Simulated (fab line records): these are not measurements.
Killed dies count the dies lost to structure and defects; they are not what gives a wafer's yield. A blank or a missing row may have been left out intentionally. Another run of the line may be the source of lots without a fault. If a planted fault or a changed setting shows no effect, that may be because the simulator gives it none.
A single fault, viewed from 2 desks || flow rit cmos || numbers are kept per desk, each desk with only its own; the story behind them comes last

== FROM THE METROLOGY DESK ==
What the gauges read, lot by lot, whatever tool the lot ran on: means of the sampled wafers that have a number. Any lot whose mean is over 4 standard deviations away from the usual mean is out of limits and marked OUT; that distance is given in the brackets.
Columns: A = NWELL_RS at RIT_WELLDRIVE_RS_MEAS_01, usual 275.3 ohm/sq; B = PWELL_RS at RIT_WELLDRIVE_RS_MEAS_02, usual 429.5 ohm/sq
{"lot": "L289", "first seen here": "day 2 04:24", "A": 275.7, "B": 430.3}
{"lot": "L291", "first seen here": "day 2 14:58", "A": 275.1, "B": 428.3}
{"lot": "L292", "first seen here": "day 2 19:32", "A": 274.2, "B": 430.0}
{"lot": "L294", "first seen here": "day 3 09:08", "A": 274.8, "B": 427.6}
{"lot": "L300", "first seen here": "day 4 12:25", "A": 276.4, "B": 429.6}
{"lot": "L301", "first seen here": "day 4 16:13", "A": 276.2, "B": 429.7}
{"lot": "L303", "first seen here": "day 5 02:22", "A": 274.9, "B": 429.0}
{"lot": "L305", "first seen here": "day 5 12:41", "A": "285.3 (+12) OUT", "B": "438.3 (+7.3) OUT"}
{"lot": "L306", "first seen here": "day 5 19:41", "A": "284.0 (+11) OUT", "B": "438.4 (+7.4) OUT"}
{"lot": "L307", "first seen here": "day 6 00:01", "A": 274.7, "B": 428.8}
{"lot": "L309", "first seen here": "day 6 09:46", "A": 275.0, "B": 428.2}
{"lot": "L310", "first seen here": "day 6 13:59", "A": 276.4, "B": 429.8}
{"lot": "L311", "first seen here": "day 6 19:02", "A": 275.4, "B": 429.3}
{"lot": "L312", "first seen here": "day 7 01:34", "A": 275.9, "B": 428.9}
This desk reports L305, L306 out of limits; the earliest was L305 at day 5 12:41 (NWELL_RS at RIT_WELLDRIVE_RS_MEAS_01). In limits: L289, L291, L292, L294, L300, L301, L303, L307, L309, L310, L311, L312.

== DESK OF THE TOOL OWNER: furnace-01 ==
The tool's own readings at RIT_WELLDRIVE_ANNEAL_00 (time 14700 s): means of the sampled wafers that have a number, for each lot that ran on this tool. Any lot whose mean is over 4 standard deviations away from the usual mean is out of limits and marked OUT; that distance is given in the brackets.
Columns: A = spike tc centre C at RIT_WELLDRIVE_ANNEAL_00, usual 1103.0 C; B = tube center temp C at RIT_WELLDRIVE_ANNEAL_00, usual 1100 C; C = tube_center_temp_C_max at RIT_WELLDRIVE_ANNEAL_00, usual 1102.8; D = zone power centre pct at RIT_WELLDRIVE_ANNEAL_00, usual 53 %; E = zone power source pct at RIT_WELLDRIVE_ANNEAL_00, usual 42.4 %
{"lot": "L300", "first seen here": "day 4 07:19", "A": 1102.7, "B": 1100, "C": 1103.4, "D": 49, "E": 41.1}
{"lot": "L303", "first seen here": "day 4 21:17", "A": 1102.7, "B": 1100, "C": 1102.6, "D": 48, "E": 41.1}
{"lot": "L305", "first seen here": "day 5 07:34", "A": "1093.9 (-8.2) OUT", "B": "1092 (-84) OUT", "C": "1094.9 (-19) OUT", "D": 48, "E": 40.3}
{"lot": "L306", "first seen here": "day 5 14:36", "A": "1095.3 (-7.0) OUT", "B": "1092 (-83) OUT", "C": "1094.9 (-19) OUT", "D": 48, "E": 40.3}
This desk's verdict: out of limits on L305, L306, starting with L305 at day 5 07:34 (spike tc centre C at RIT_WELLDRIVE_ANNEAL_00). In limits: L300, L303.

== TAKEN TOGETHER ==
An alarm could have come from the tool owner's desk at day 5 07:34, on L305, L306.
An alarm was possible from the metrology desk at day 5 12:41, on L305, L306.
Of the lots named, all ran RIT_WELLDRIVE_ANNEAL_00 on furnace-01.

== WHAT THE SIMULATOR HAD INSERTED ==
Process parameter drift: furnace-01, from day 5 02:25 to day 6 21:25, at RIT_WELLDRIVE_ANNEAL_00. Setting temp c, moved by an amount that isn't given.
Struck lots among those shown: L305, L306.
Fault start to first reading out of limits, in hours, per desk: tool owner, 5; metrology, 10.
